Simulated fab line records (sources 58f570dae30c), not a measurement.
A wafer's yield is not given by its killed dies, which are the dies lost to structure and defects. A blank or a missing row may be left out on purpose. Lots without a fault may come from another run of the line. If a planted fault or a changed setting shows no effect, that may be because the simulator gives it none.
Check for tools in common ; flow berkeley-cmos170 ; 14 lots, 42 wafers sampled

WHAT PROMPTED THE OPENING
Of 14 lots, 2 have the reading NWELL_TW flagged at UCB170_NWELL_TW_MEAS_16. Wafers without a fault read 1253, standard deviation 5.9.
Rule: a lot is flagged when every wafer of it that has a number lies more than 4 standard deviations from that mean, or none has a number. All remaining lots are regarded as sound.

lot;measured;on;NWELL_TW, wafer by wafer;flag
L430;day 2 08:31;film-metro-04;1254 1257 1256;
L431;day 2 12:55;film-metro-01;1243 1255 1250;
L432;day 2 21:29;film-metro-01;1254 1241 1248;
L434;day 3 02:54;film-metro-01;1257 1251 1250;
L433;day 3 03:13;film-metro-04;1241 1242 1247;
L435;day 3 09:26;film-metro-01;1245 1249 1256;
L436;day 4 00:59;film-metro-01;1254 1258 1262;
L437;day 4 01:16;film-metro-04;1248 1251 1245;
L439;day 4 07:11;film-metro-01;1255 1263 1263;
L448;day 6 02:34;film-metro-04;2109 2101 2100;FLAGGED
L447;day 6 03:09;film-metro-03;2101 2103 2118;FLAGGED
L450;day 6 18:29;film-metro-03;1258 1256 1254;
L451;day 7 02:38;film-metro-04;1253 1258 1251;
L452;day 7 08:09;film-metro-04;1259 1255 1261;
The numbers of the flagged lots are 2105 on average: +852 against the usual, or +99 or more standard deviations.

WHICH TOOL EACH LOT WENT THROUGH
The record keeps 1 process step preceding the reading, out of 331 steps on the route. Read each cell as the tool, then ch plus the chambers that the sampled wafers visited, then the start.
lot;flag;UCB170_NWELL_IMPLANT_14
L430;;implanter-04 ch 0, day 2 08:17
L431;;implanter-04 ch 0, day 2 12:40
L432;;implanter-02 ch 0, day 2 21:15
L434;;implanter-04 ch 0, day 3 02:41
L433;;implanter-01 ch 0, day 3 02:59
L435;;implanter-01 ch 0, day 3 09:13
L436;;implanter-01 ch 0, day 4 00:44
L437;;implanter-02 ch 0, day 4 01:02
L439;;implanter-04 ch 0, day 4 06:56
L448;FLAGGED;implanter-04 ch 0, day 6 02:20
L447;FLAGGED;implanter-04 ch 0, day 6 02:54
L450;;implanter-02 ch 0, day 6 18:15
L451;;implanter-02 ch 0, day 7 02:23
L452;;implanter-02 ch 0, day 7 07:56
What the steps here do:
- UCB170_NWELL_IMPLANT_14
- UCB170_NWELL_TW_MEAS_16

FLAGGED OVER TOTAL, TOOL BY TOOL (the gauges that took the reading come last)
step;tool;lots run;flagged;share of the flagged lots;sound lots run after its first flagged lot
UCB170_NWELL_IMPLANT_14;implanter-01;3;0;none;-
UCB170_NWELL_IMPLANT_14;implanter-02;5;0;none;-
UCB170_NWELL_IMPLANT_14;implanter-04;6;2;all;0
UCB170_NWELL_TW_MEAS_16;film-metro-01;6;0;none;-
UCB170_NWELL_TW_MEAS_16;film-metro-03;2;1;some;1 (L450)
UCB170_NWELL_TW_MEAS_16;film-metro-04;6;1;some;2 (L451,L452)

WHAT THE TABLE PERMITS
All flagged lots share 1 row of the table, namely implanter-04 at UCB170_NWELL_IMPLANT_14.
- implanter-04 at UCB170_NWELL_IMPLANT_14 ran 6 lots, 2 of them flagged. A fault beginning between L439 (day 4 06:56), its last sound lot, and L448 (day 6 02:20), its first flagged one, fits the data. Its own readings (dose-ions-cm2, faraday-current-uA) fall more than 4 standard deviations out on all wafers of the flagged lots.
One tool is left: implanter-04 at UCB170_NWELL_IMPLANT_14.

WHAT THE SIMULATOR HAD INSERTED
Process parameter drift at UCB170_NWELL_IMPLANT_14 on implanter-04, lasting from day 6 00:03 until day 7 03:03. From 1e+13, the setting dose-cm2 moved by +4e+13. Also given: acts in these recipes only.
Shown lots that were struck: L448, L447. The rule given above showed the same thing.
